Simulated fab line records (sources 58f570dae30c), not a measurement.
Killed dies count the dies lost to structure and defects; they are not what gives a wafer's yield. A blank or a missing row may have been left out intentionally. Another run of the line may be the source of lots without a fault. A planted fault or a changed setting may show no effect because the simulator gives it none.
Split-lot trial -- flow berkeleyCmos170 -- on a route of 331 steps: 5 lots, 23 wafers read

## THE SPLIT
At UCB170_PLDD_EXPOSE_03 (exposes mask PSELECT, target cd 1200 nm), the setting doseMj was moved away from the recipe's 30 on 5 of the 23 wafers read, by +4.7% to +5.8%. The other wafers ran this setting at the recipe's value.

## FROM THE SPLIT TO THE READING: what the file shows between them, 2 steps
- UCB170_PLDD_PEB_04
- UCB170_PLDD_DEVELOP_05: develop time 45 s

## THE READING
cdNm at UCB170_PLDD_CD_MEAS_06, given in nm (cd target 1200 nm). On this fab line, fault-free wafers typically give 1200.3 nm with a standard deviation of 1.4 nm.

wafer,"tool, chamber at the split",doseMj as run,against the recipe,"cdNm, nm",against lot-mates on the recipe
L075.1,"krfScanner-01, 0",30,recipe,1200.5,-
L075.3,"krfScanner-01, 0",30,recipe,1201.7,-
L075.4,"krfScanner-01, 0",30,recipe,1201.6,-
L075.5,"krfScanner-01, 0",30,recipe,1199.9,-
L075.6,"krfScanner-01, 0",30,recipe,1200.4,-
L077.1,"krfScanner-01, 0",31.73,+5.8%,1213.6,+10.0
L077.2,"krfScanner-01, 0",31.73,+5.8%,1212.5,+8.9
L077.3,"krfScanner-01, 0",30,recipe,1203.2,-
L077.4,"krfScanner-01, 0",30,recipe,1203.9,-
L077.5,"krfScanner-01, 0",31.73,+5.8%,1213.3,+9.7
L078.1,"krfScanner-01, 0",30,recipe,1201.1,-
L078.3,"krfScanner-01, 0",30,recipe,1199.7,-
L078.6,"krfScanner-01, 0",30,recipe,1200.5,-
L080.1,"krfScanner-02, 0",30,recipe,1201.1,-
L080.2,"krfScanner-02, 0",30,recipe,1200.4,-
L080.3,"krfScanner-02, 0",30,recipe,1201.6,-
L080.4,"krfScanner-02, 0",30,recipe,1200.6,-
L080.5,"krfScanner-02, 0",30,recipe,1200.3,-
L082.1,"krfScanner-02, 0",31.4,+4.7%,1208.6,+9.2
L082.2,"krfScanner-02, 0",31.4,+4.7%,1208.5,+9.1
L082.3,"krfScanner-02, 0",30,recipe,1200.6,-
L082.5,"krfScanner-02, 0",30,recipe,1199.7,-
L082.6,"krfScanner-02, 0",30,recipe,1198.0,-

THE FIT
A straight line over all 23 wafers: cdNm changes by +2 nm for each +1% of doseMj; r = +0.96; the points scatter about the line by 1.3 nm.
The same after taking each lot's own level away (the mean of its wafers on the recipe; 23 wafers): +1.75 nm for each +1%; r = +0.98; scatter 0.74 nm.
That fit puts the effect of the largest move of doseMj on the reading at 10 nm.
The span of the lots' own levels, 1199.43 to 1203.55 nm, comes to 2.9 times the standard deviation stated above.
In other words, the slope is changed by the lot-to-lot level; the two fits disagree.
Check: with one of the wafers moved furthest among these (+5.8%) left out of the fit, the line predicts +10.1 nm for it against its lot-mates. It came out at +10 nm against them.

## OTHER SPLITS APPLIED TO THESE WAFERS
Other splits were also applied to these wafers ahead of the reading. Each is held against what the fit with the lots' levels taken away leaves over:
other split on the same wafers,wafers away from the commonest value,r with cdNm (lot level and that fit taken away)
UCB170_GATE_EXPOSE_09 doseMj,11,-0.22

## FILE'S OWN FIT
cdNm changes by +1.79 nm for each +1% of doseMj, r = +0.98.
